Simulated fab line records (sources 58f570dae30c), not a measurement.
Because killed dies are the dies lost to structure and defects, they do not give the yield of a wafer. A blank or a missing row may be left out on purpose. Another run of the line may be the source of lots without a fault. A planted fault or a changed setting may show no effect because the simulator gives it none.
fab line records ; flow berkeleyCmos170 ; part 2 of 2: steps 27 to 35 of 35
record: lots: 5; wafers: 15; lastDay: 10
route steps=331 shown V2@294 M3@309
lots untouched by any fault: they come from a run of this same line in which no faults occurred
startH: hours from the record's first day to the start of the lot's first wafer shown ; waitH: hours since the lot's step before ; " same as the row above ; L1.1+2: a row that stands for several wafers ; - value missing, or start not given ; * or withheld: withheld ; < > ~ a bound
route shown NAME@n: a module of which the file shows steps, and the number in the route of the first ; usual: the fault-free wafers' mean and standard deviation ; same: alike in all rows ; chamber/n: place in a boat ; sites: each site's reading ; _std_site: their standard deviation ; _edge_site: outer sites' mean less inner sites' ; radiusMm: how far each site lies from the wafer's centre ; mask NAME#n: copy n ; behind: the most recent tool/chamber to have shaped the wafer ; hold: cause of the lot's hold/its duration in hours/its outcome ; device: names the non-switching transistor (n, p or np) ; end of line: the route-end tests of the same wafers ; for a step that has no rows: nothing shown but its recipe ; killed: count of dies lost to structure and defects at first sort (not the wafer's yield) ; map: per-die view of a wafer (x killed, . not killed, _ where there is no die)
set.NAME: the setting that was run; set.NAME@STEP: the one run at that earlier step ; model.NAME: the simulator's own value behind a step, which no gauge read
a table for each step, a row for each wafer; lots at some steps of the route
services: the hour from which a tool's chamber was out of use, counted from the record's first day as startH (under 0 if before that day), plus the number of hours and why
== steps ==
step: UCB170_M3_SOFTBAKE_11
recipe: resist: KrF; tempC: 130; timeS: 60
usual: exhaustPa: 45.0/0.87
same: timeS: 60
lot.wafer;tool;chamber;startH;waitH;exhaustPa
L074.2;lithoTrack-02;0;-;-;44.2
L074.4;lithoTrack-02;0;-;-;44.3
L074.6;lithoTrack-02;0;-;-;43.7
L078.2;lithoTrack-04;0;-;-;45.0
L078.4;lithoTrack-04;0;-;-;46.2
L078.5;lithoTrack-04;0;-;-;45.2
L077.1;lithoTrack-01;0;-;-;44.3
L077.2;lithoTrack-01;0;-;-;46.4
L077.3;lithoTrack-01;0;-;-;45.6
L084.1;lithoTrack-02;0;-;-;45.4
L084.2;lithoTrack-02;0;-;-;45.9
L084.3;lithoTrack-02;0;-;-;45.7
L089.3;lithoTrack-01;0;-;-;44.0
L089.4;lithoTrack-01;0;-;-;43.5
L089.6;lithoTrack-01;0;-;-;43.6
step: UCB170_M3_EXPOSE_12
recipe: maskId: METAL3; targetCdNm: 700; na: 0.5; sigmaOuter: 0.6; sourceShape: conventional; doseMj: 26.61
lot.wafer;tool;chamber;startH;waitH;mask
L074.2+4+6;krfScanner-01;0;156.08;-;METAL3#0
L078.2+4+5;krfScanner-01;0;181.97;-;METAL3#0
L077.1+2+3;krfScanner-02;0;182.35;-;METAL3#0
L084.1+2+3;krfScanner-01;0;209.44;-;METAL3#0
L089.3+4+6;krfScanner-02;0;233.88;-;METAL3#0
step: UCB170_M3_PEB_13
recipe: pebTempC: 130; pebTimeS: withheld; resist: KrF
usual: exhaustPa: 44.9/0.85
lot.wafer;tool;chamber;startH;waitH;exhaustPa
L074.2;lithoTrack-04;0;156.33;0.2;45.3
L074.4;lithoTrack-04;0;156.33;0.2;46.7
L074.6;lithoTrack-04;0;156.33;0.2;46.0
L078.2;lithoTrack-04;0;182.09;0.1;43.8
L078.4;lithoTrack-04;0;182.09;0.1;44.8
L078.5;lithoTrack-04;0;182.09;0.1;44.6
L077.1;lithoTrack-02;0;182.75;0.4;44.4
L077.2;lithoTrack-02;0;182.75;0.4;44.6
L077.3;lithoTrack-02;0;182.75;0.4;45.3
L084.1;lithoTrack-01;0;209.56;0.1;44.6
L084.2;lithoTrack-01;0;209.56;0.1;44.2
L084.3;lithoTrack-01;0;209.56;0.1;45.6
L089.3;lithoTrack-01;0;234.22;0.3;46.9
L089.4;lithoTrack-01;0;234.22;0.3;46.1
L089.6;lithoTrack-01;0;234.22;0.3;45.7
step: UCB170_M3_DEVELOP_14
recipe: developer: TMAH; developTimeS: 45; resist: KrF; devTempC: 21
usual: exhaustPa: 45.0/0.94
lot.wafer;tool;chamber;startH;waitH;exhaustPa
L074.2;lithoTrack-04;0;-;-;44.3
L074.4;lithoTrack-04;0;-;-;43.8
L074.6;lithoTrack-04;0;-;-;44.3
L078.2;lithoTrack-04;0;-;-;45.5
L078.4;lithoTrack-04;0;-;-;45.2
L078.5;lithoTrack-04;0;-;-;44.5
L077.1;lithoTrack-02;0;-;-;44.7
L077.2;lithoTrack-02;0;-;-;45.5
L077.3;lithoTrack-02;0;-;-;44.6
L084.1;lithoTrack-01;0;-;-;44.6
L084.2;lithoTrack-01;0;-;-;44.6
L084.3;lithoTrack-01;0;-;-;45.4
L089.3;lithoTrack-01;0;-;-;46.5
L089.4;lithoTrack-01;0;-;-;46.7
L089.6;lithoTrack-01;0;-;-;45.7
step: UCB170_M3_CD_MEAS_15
recipe: targetCdNm: 700
usual: cdNm: 700.1/1.5
lot.wafer;tool;chamber;startH;waitH;cdNm
L074.2;cdSem-01;-;156.60;-;699.6
L074.4;cdSem-01;-;156.60;-;697.9
L074.6;cdSem-01;-;156.60;-;698.7
L078.2;cdSem-02;-;182.36;-;701.7
L078.4;cdSem-02;-;182.36;-;701.2
L078.5;cdSem-02;-;182.36;-;701.9
L077.1;cdSem-02;-;183.03;-;698.4
L077.2;cdSem-02;-;183.03;-;698.1
L077.3;cdSem-02;-;183.03;-;697.7
L084.1;cdSem-02;-;209.84;-;700.8
L084.2;cdSem-02;-;209.84;-;701.0
L084.3;cdSem-02;-;209.84;-;700.5
L089.3;cdSem-01;-;234.48;-;700.1
L089.4;cdSem-01;-;234.48;-;700.9
L089.6;cdSem-01;-;234.48;-;699.7
step: UCB170_M3_OVL_MEAS_16
usual: M3_OVL: -1/6.2
lot.wafer;tool;chamber;startH;waitH;M3_OVL[nm]
L074.2;overlay-02;-;156.70;0.1;-7
L074.4;overlay-02;-;156.70;0.1;-8
L074.6;overlay-02;-;156.70;0.1;-7
L078.2;overlay-02;-;182.47;0.1;2
L078.4;overlay-02;-;182.47;0.1;-4
L078.5;overlay-02;-;182.47;0.1;-1
L077.1;overlay-01;-;183.15;0.1;1
L077.2;overlay-01;-;183.15;0.1;2
L077.3;overlay-01;-;183.15;0.1;0
L084.1;overlay-02;-;209.96;0.1;1
L084.2;overlay-02;-;209.96;0.1;-1
L084.3;overlay-02;-;209.96;0.1;-3
L089.3;overlay-01;-;234.57;0.1;10
L089.4;overlay-01;-;234.57;0.1;6
L089.6;overlay-01;-;234.57;0.1;12
step: UCB170_M3_ETCH_17
recipe: chemistry: N2/H2; targetDepthA: withheld; overetchA: withheld; target: BARC; timeS: withheld; sourceW: 500; biasW: 100; pressureMtorr: 30; n2FlowSccm: 100; h2FlowSccm: 200
usual: chamberPressureMTorr: 30.00/0.034; drypumpMotorCurrentA: 5.6/0.47; oesProductAu: 0.996/0.021; throttleValvePct: 13.34/0.23
lot.wafer;tool;chamber;startH;waitH;chamberPressureMTorr;drypumpMotorCurrentA;oesProductAu;throttleValvePct
L074.2;rieDiel-02;1;156.73;0.0;30.02;5.0;1.000;13.64
L074.4;rieDiel-02;2;156.73;0.0;30.01;5.1;1.009;12.92
L074.6;rieDiel-02;1;156.73;0.0;30.01;5.0;0.994;13.63
L078.2;rieDiel-03;0;182.50;0.0;29.98;5.4;1.002;13.07
L078.4;rieDiel-03;1;182.50;0.0;29.99;5.3;0.978;13.63
L078.5;rieDiel-03;2;182.50;0.0;30.01;6.2;0.966;13.23
L077.1;rieDiel-01;1;183.18;0.0;30.03;6.4;1.012;13.16
L077.2;rieDiel-01;0;183.18;0.0;29.99;5.4;0.973;13.32
L077.3;rieDiel-01;2;183.18;0.0;30.00;5.1;1.021;13.25
L084.1;rieDiel-02;3;210.00;0.0;30.01;5.7;1.006;13.29
L084.2;rieDiel-02;0;210.00;0.0;30.02;5.9;1.037;13.56
L084.3;rieDiel-02;1;210.00;0.0;30.01;5.0;0.989;13.65
L089.3;rieDiel-02;0;234.60;0.0;30.03;6.0;1.047;13.56
L089.4;rieDiel-02;3;234.60;0.0;30.03;5.7;1.004;13.32
L089.6;rieDiel-02;0;234.60;0.0;30.03;5.9;1.041;13.58
step: UCB170_M3_METAL_ETCH_18
recipe: chemistry: Cl2/BCl3; target: Al; stopOn: SiO2; pressureMtorr: 12; targetDepthA: 11700; overEtchFrac: 0.3; timeS: 195; icpW: 600; biasW: 120; Cl2_flow_sccm: 90; bcl3FlowSccm: 45
usual: chamberPressureMTorr: 11.999/0.013; drypumpMotorCurrentA: 5.5/0.51; oesProductAu: 0.851/0.015; throttleValvePct: 24.50/0.17
same: timeS: 195
lot.wafer;tool;chamber;startH;waitH;chamberPressureMTorr;drypumpMotorCurrentA;oesProductAu;rfHoursCounterH;throttleValvePct
L074.2;rieMetal-01;1;156.78;-;12.014;5.9;0.878;10;24.69
L074.4;rieMetal-01;0;156.78;-;12.017;6.2;0.848;-;24.65
L074.6;rieMetal-01;1;156.78;-;11.998;5.9;0.881;-;24.71
L078.2;rieMetal-03;0;182.54;-;12.007;5.8;0.856;1;24.62
L078.4;rieMetal-03;0;182.54;-;12.000;5.8;0.847;-;24.62
L078.5;rieMetal-03;1;182.54;-;11.986;4.9;0.834;-;24.29
L077.1;rieMetal-02;1;183.22;-;11.988;5.5;0.822;0;24.24
L077.2;rieMetal-02;0;183.22;-;11.992;4.9;0.834;7;24.47
L077.3;rieMetal-02;1;183.22;-;12.010;5.5;0.823;-;24.23
L084.1;rieMetal-02;1;210.04;-;12.000;5.5;0.827;1;24.25
L084.2;rieMetal-02;0;210.04;-;11.996;4.9;0.848;8;24.46
L084.3;rieMetal-02;1;210.04;-;12.013;5.5;0.844;-;24.25
L089.3;rieMetal-02;1;234.70;-;11.991;5.5;0.828;-;24.25
L089.4;rieMetal-02;0;234.70;-;11.995;4.9;0.847;-;24.47
L089.6;rieMetal-02;0;234.70;-;11.979;4.9;0.835;-;24.46
step: UCB170_M3_STRIP_19
recipe: chemistry: O2; powerW: 400; pressureMtorr: 3500; platenTempC: withheld; o2FlowSccm: 400; overashFraction: 0.5
usual: chamberPressureMTorr: 3500/3.1; drypumpMotorCurrentA: 5.7/0.46; oesProductAu: 0.536/0.022
same: overashFraction: 0.5
lot.wafer;tool;chamber;startH;waitH;chamberPressureMTorr;drypumpMotorCurrentA;oesProductAu;rfHoursCounterH
L074.2;plasmaAsher-01;0;156.96;0.1;3505;6.1;0.576;4
L074.4;plasmaAsher-01;1;156.96;0.1;3500;5.9;0.528;-
L074.6;plasmaAsher-01;0;156.96;0.1;3500;6.1;0.569;-
L078.2;plasmaAsher-03;0;182.73;0.1;3501;5.7;0.554;45
L078.4;plasmaAsher-03;0;182.73;0.1;3498;5.8;0.555;-
L078.5;plasmaAsher-03;0;182.73;0.1;3499;5.7;0.526;-
L077.1;plasmaAsher-02;0;183.41;0.1;3498;6.2;0.514;45
L077.2;plasmaAsher-02;1;183.41;0.1;3498;4.8;0.559;45
L077.3;plasmaAsher-02;0;183.41;0.1;3498;6.2;0.514;-
L084.1;plasmaAsher-02;0;210.23;0.1;3492;6.1;0.532;48
L084.2;plasmaAsher-02;1;210.23;0.1;3497;4.8;0.567;48
L084.3;plasmaAsher-02;1;210.23;0.1;3501;4.8;0.523;-
L089.3;plasmaAsher-02;1;234.86;0.1;3503;4.8;0.528;-
L089.4;plasmaAsher-02;0;234.86;0.1;3505;6.2;0.564;-
L089.6;plasmaAsher-02;0;234.86;0.1;3501;6.2;0.567;-
== services ==
tool;chamber;startH;hours;kind
rieDiel-02;3;139.52;23.4;repair
cmp-02;-;140.33;1.7;repair
rieMetal-02;1;140.45;2.1;repair
pvdSputter-02;-;145.64;11.8;repair
pvdSputter-02;-;148.98;9.9;repair
plasmaAsher-03;-;156.02;8.5;repair
rieDiel-04;3;158.19;18.2;repair
krfScanner-01;-;171.97;2.3;repair
rieMetal-03;1;172.43;2.6;repair
rieDiel-04;-;187.80;0.7;repair
krfScanner-02;-;189.88;1.3;pm
rieMetal-02;-;192.84;2.8;pm
rieDiel-04;-;199.68;0.9;repair
krfScanner-02;-;202.02;0.4;repair
krfScanner-01;-;205.79;1.3;pm
rieDiel-02;2;209.47;12.5;repair
krfScanner-01;-;211.16;0.8;pm
krfScanner-01;-;214.82;3.0;pm
rieDiel-03;3;218.88;24.4;repair
rieDiel-04;0;227.33;10.2;repair
pvdSputter-02;-;227.74;9.2;repair
krfScanner-01;-;227.91;1.0;pm
krfScanner-02;-;230.16;0.7;repair
cmp-01;-;232.00;4.0;pm
